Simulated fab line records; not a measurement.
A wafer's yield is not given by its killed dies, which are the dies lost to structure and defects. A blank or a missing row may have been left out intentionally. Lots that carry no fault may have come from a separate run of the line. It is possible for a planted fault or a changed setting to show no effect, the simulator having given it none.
Problem report in the 8D (eight disciplines) form, filled by code + flow rit_cmos + the parts of the form that need people (team, actions taken, sign-off) are left out

== 1. WHAT IS WRONG ==
Wafers without a fault read 34.57 W, standard deviation 0.052; heater_power_total_W at RIT_M1_SOFTBAKE_05 reads a mean of 35.49 W on 6 wafers belonging to 2 lots. That puts it +18 standard deviations away from the usual mean.
The step: time 60 s.
The first sign was on wafer L645.2 at day 4 05:49, on litho_track-03. The record has a number at this step for 42 wafers belonging to 14 lots. The rule behind "out" and "out of limits": a value lying over 4 standard deviations away from the usual mean. All remaining wafers that have a number are taken as sound.

== 2. WHAT IT IS, AND WHAT IT ISN'T ==
| question                    | is                                 | is not                                                                                                         |
|-----------------------------|------------------------------------|----------------------------------------------------------------------------------------------------------------|
| which readings at this step | heater_power_total_W, plate_temp_C | -                                                                                                              |
| which lots                  | L645, L646                         | L641, L642, L643, L644, L647, L653, L658, L659, L660, L662, L663, L664                                         |
| which wafers of those lots  | all that have a number             | -                                                                                                              |
| read on which tools         | litho_track-03                     | litho_track-01, litho_track-02                                                                                 |
| when                        | from day 4 05:49                   | up to then (12 sound wafers); but 24 sound wafers of L647, L653, L658, L659, L660, L662, L663, L664 came after |

== 3. SUSPECTS, AND WHAT RULES EACH OUT ==
Counting: a tool at any process step up to the reading remains a suspect when it ran all the lots that are out and ran no sound lot after the first of those.
- litho_track-03 at RIT_M1_SOFTBAKE_05 (time 60 s): ruled out as a lasting fault. After its first lot that is out, L645 (day 4 05:49), sound lots L662 ran on it.
Left after counting: nothing in the record.

== 4. THE CAUSE (what the simulator had put in) ==
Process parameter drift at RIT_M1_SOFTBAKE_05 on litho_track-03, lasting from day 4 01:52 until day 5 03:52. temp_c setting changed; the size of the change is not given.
Counting ruled it out, wrongly.

== 5. SEQUENCE OF EFFECTS, ordered by route ==
Rows list readings where the struck wafers' mean (over those with a number) sits beyond 3 standard deviations from the usual. Readings are gone through only where the record gives a usual standard deviation; hours: the median, over the lots, of the time from a lot's start at the first step in this table giving one to that lot's start at this step; sigmas: the change measured in usual standard deviations.
| hours | step               | reading              | usual   | on struck wafers | change | sigmas |
|-------|--------------------|----------------------|---------|------------------|--------|--------|
| 0     | RIT_M1_SOFTBAKE_05 | heater_power_total_W | 34.57 W | 35.49            | +0.92  | +18    |
| 0     | RIT_M1_SOFTBAKE_05 | plate_temp_C         | 90.00 C | 91.53            | +1.53  | +12    |
Its process steps:
- RIT_M1_SOFTBAKE_05: time 60 s.

== 6. HOW IT WOULD HAVE BEEN CAUGHT EARLIER ==
4 hours passed between the start of the fault at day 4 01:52 and the first reading out of limits in this record, taken at day 4 05:49.
